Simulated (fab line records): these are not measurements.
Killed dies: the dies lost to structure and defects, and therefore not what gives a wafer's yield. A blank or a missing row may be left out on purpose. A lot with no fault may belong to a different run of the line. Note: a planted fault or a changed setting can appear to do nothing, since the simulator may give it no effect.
Which tool was responsible? | flow rit_cmos | 39 wafers from 13 lots sampled at 3 of the route's 202 steps

== WHAT THE GAUGES SHOWED, per wafer ==
RIT_CONTACT_THK_MEAS_01. Usual: CONTACT_TEOS_THK typically reads 400 nm, with standard deviation 4.8.
lot  | measured    | on            | CONTACT_TEOS_THK (nm) | flag
L665 | day 3 04:00 | film_metro-01 | 394 398 404           |
L667 | day 3 12:35 | film_metro-04 | 397 395 398           |
L668 | day 3 21:47 | film_metro-02 | 394 395 404           |
L669 | day 4 00:52 | film_metro-02 | 398 402 406           |
L670 | day 4 05:14 | film_metro-01 | 396 402 401           |
L672 | day 4 14:37 | film_metro-01 | 390 399 400           |
L674 | day 5 00:32 | film_metro-02 | 396 405 400           |
L675 | day 5 05:45 | film_metro-01 | 398 405 404           |
L678 | day 5 19:05 | film_metro-02 | 393 400 405           |
L680 | day 6 06:10 | film_metro-01 | 400 403 404           |
L681 | day 6 10:41 | film_metro-01 | 396 393 400           |
L685 | day 7 06:53 | film_metro-04 | 393 403 402           |
L686 | day 7 10:45 | film_metro-01 | 400 406 407           |

== EACH LOT AND THE TOOL THAT RAN IT (in order: tool; ch and the chambers of the sampled wafers; start) ==
lot  | RIT_GATE_STRIP_20                   | RIT_SDANNEAL_CLEAN_00
L665 | plasma_asher-02 ch 0,1, day 2 13:50 | wet_bench-01 ch 3, day 3 02:31
L667 | plasma_asher-03 ch 0, day 2 23:02   | wet_bench-04 ch 2, day 3 11:07
L668 | plasma_asher-04 ch 0,1, day 3 07:32 | wet_bench-04 ch 3, day 3 20:19
L669 | plasma_asher-02 ch 0,1, day 3 10:32 | wet_bench-04 ch 3, day 3 23:23
L670 | plasma_asher-03 ch 0,1, day 3 15:26 | wet_bench-01 ch 3, day 4 03:43
L672 | plasma_asher-04 ch 0,1, day 4 01:13 | wet_bench-04 ch 2, day 4 13:05
L674 | plasma_asher-02 ch 0,1, day 4 10:15 | wet_bench-04 ch 0, day 4 23:00
L675 | plasma_asher-03 ch 0,1, day 4 15:20 | wet_bench-03 ch 1, day 5 04:17
L678 | plasma_asher-03 ch 0, day 5 05:35   | wet_bench-01 ch 1, day 5 17:36
L680 | plasma_asher-02 ch 0,1, day 5 16:53 | wet_bench-04 ch 1, day 6 04:41
L681 | plasma_asher-02 ch 0,1, day 5 21:22 | wet_bench-01 ch 1, day 6 09:13
L685 | plasma_asher-02 ch 0,1, day 6 17:36 | wet_bench-04 ch 3, day 7 05:24
L686 | plasma_asher-03 ch 0,1, day 6 21:31 | wet_bench-01 ch 0, day 7 09:14
- RIT_GATE_STRIP_20: strips in O2, time 180 s.
- RIT_SDANNEAL_CLEAN_00: cleans in SC1, time 600 s.

== WHAT THE TOOLS THEMSELVES READ (means of the sampled wafers that have a number; where no wafer has one, the mark that the record gives instead) ==
RIT_GATE_STRIP_20. Usual: drypump_motor_current_A reads 5.69 A (standard deviation 0.27).
lot  | tool            | drypump_motor_current_A (A) | flag
L665 | plasma_asher-02 | 5.71                        |
L667 | plasma_asher-03 | 5.46                        |
L668 | plasma_asher-04 | 5.79                        |
L669 | plasma_asher-02 | 5.69                        |
L670 | plasma_asher-03 | 5.62                        |
L672 | plasma_asher-04 | 5.89                        |
L674 | plasma_asher-02 | 5.49                        |
L675 | plasma_asher-03 | 5.78                        |
L678 | plasma_asher-03 | 5.46                        |
L680 | plasma_asher-02 | 5.70                        |
L681 | plasma_asher-02 | 5.49                        |
L685 | plasma_asher-02 | 5.69                        |
L686 | plasma_asher-03 | 5.61                        |

RIT_SDANNEAL_CLEAN_00. Usual: bath_guard_temp_C 75.0 C, standard deviation 0.36; temp_c 75.02 C, standard deviation 0.14.
lot  | tool         | bath_guard_temp_C (C) | temp_c (C) | flag
L665 | wet_bench-01 | 75.3                  | 74.88      |
L667 | wet_bench-04 | 74.5                  | 75.03      |
L668 | wet_bench-04 | 74.7                  | 74.92      |
L669 | wet_bench-04 | 75.0                  | 75.17      |
L670 | wet_bench-01 | 75.2                  | 74.83      |
L672 | wet_bench-04 | 74.8                  | 74.94      |
L674 | wet_bench-04 | 75.3                  | 75.06      |
L675 | wet_bench-03 | 74.2                  | 75.22      |
L678 | wet_bench-01 | 75.0                  | 75.03      |
L680 | wet_bench-04 | 80.8                  | 80.62      | OFF
L681 | wet_bench-01 | 75.0                  | 75.01      |
L685 | wet_bench-04 | 74.7                  | 75.05      |
L686 | wet_bench-01 | 75.1                  | 75.22      |

== THE ANSWER, worked out from the rows above alone ==
Rule: take the mean of a lot's wafers that have a number; if it is more than 3 standard deviations from the usual mean, the lot is off. A lot without any number at a reading at which 4 lots or more have one is off too. Where the step has rows for the other lots, those lots are counted as sound. Order of review: gauges by route order, followed by the tools' own readings, for which a lot's mean as printed above is used. The first step at which some lot is off is used, and at that step the reading that is off furthest; a lot without a number counts as furthest.
Off: L680 (RIT_SDANNEAL_CLEAN_00, temp_c).
If a tool, at that step or one of the process steps before it, ran each lot that is off and ran no sound lot following the first of them, it fits. No candidate that was tried fits.

== WHAT HAD BEEN PUT IN BY THE SIMULATOR ==
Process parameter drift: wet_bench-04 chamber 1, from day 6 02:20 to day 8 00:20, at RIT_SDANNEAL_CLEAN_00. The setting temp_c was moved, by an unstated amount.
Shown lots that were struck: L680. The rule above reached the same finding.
